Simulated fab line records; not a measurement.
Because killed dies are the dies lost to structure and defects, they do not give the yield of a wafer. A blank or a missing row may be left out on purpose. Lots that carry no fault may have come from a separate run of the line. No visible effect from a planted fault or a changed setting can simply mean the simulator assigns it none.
Comparing a struck lot with a sound one	flow rit_cmos	15 out of 202 route steps
Sound: these wafers, L157.1, L157.3, L157.5. Wafers struck: L168.2, L168.3, L168.6. The cause is named last.
Each step with rows lists, per side, the tool, then ch with its chambers, then its first start. Under that, the readings that differ: sound wafers	struck wafers	difference of the means	sigmas: that difference in standard deviations of wafers without a fault.
alike: readings with means less than 2 such deviations apart, plus words and numbers identical on both sides. not compared: withheld readings, readings lacking a value on some wafer, bounds such as >300 that could conceal the same value, and numbers that have no deviation in the record and whose values overlap.
The two part at a step that has a row with sigmas, a row that says differs or no value, or rows on one side only. Numbers that have no deviation but don't overlap get no sigmas and don't part them. Lack of a reading on every wafer of one side parts them only where that side has two or more wafers.

first, 5 steps without rows for these wafers: RIT_NLDD_COAT_01 (resist thk 1000 nm); RIT_NLDD_SOFTBAKE_02 (time 60 s); RIT_NLDD_EXPOSE_03 (exposes mask M7, target cd 40700 nm); RIT_NLDD_PEB_04; RIT_NLDD_DEVELOP_05 (develop time 50 s).
RIT_NLDD_OVL_MEAS_06:
  sound on overlay-01 at day 2 19:47; struck on overlay-01 at day 5 02:02
  alike: NLDD_OVL
then, 2 steps without rows for these wafers: RIT_NLDD_HARDBAKE_07 (time 60 s); RIT_NLDD_IMPLANT_08.
RIT_NLDD_STRIP_09: strips in O2, time 180 s.
  sound on plasma_asher-03 ch 0,1, day 2 20:07; struck on plasma_asher-02 ch 0,1, day 5 02:22
  alike: drypump_motor_current_A, rf_refl_power_W
  not compared: rf_hours_counter_h
RIT_NLDD_TW_MEAS_10:
  sound on film_metro-03 at day 2 20:17; struck on film_metro-04 at day 5 02:32
  alike: NLDD_TW
then, 2 steps without rows for these wafers: RIT_PLDD_HMDS_00 (prime time 60 s); RIT_PLDD_COAT_01 (resist thk 1000 nm).
RIT_PLDD_SOFTBAKE_02: time 60 s.
  sound on litho_track-02 ch 0, day 2 20:42; struck on litho_track-02 ch 0, day 5 02:55
reading	sound	struck	difference	sigmas
heater_power_total_W (W)	34.54 34.69 34.56	35.37 35.30 35.30	+0.73	+15
run_length_s (s)	89.10 89.24 89.26	84.31 84.39 84.33	-4.86	-32
  alike: resist_line_temp_C
then, 1 step without rows for these wafers: RIT_PLDD_EXPOSE_03 (exposes mask M8, target cd 40900 nm).
RIT_M1_PROBE_99:
  sound on prober-01 at day 3 12:44; struck on prober-01 at day 5 19:28
reading	sound	struck	difference	sigmas
killed_at_M0_to_M3	0 1 0	0 0 0	+0	-4
  alike: killed_at_contacts, killed_at_front_end, killed_dies, killed_open, killed_short

== WHERE THEY PART ==
At RIT_PLDD_SOFTBAKE_02 first; at RIT_M1_PROBE_99 last (within this record only).

WHY: what the simulator had put in
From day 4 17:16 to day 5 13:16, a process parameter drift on litho_track-02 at RIT_PLDD_SOFTBAKE_02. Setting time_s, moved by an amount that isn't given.
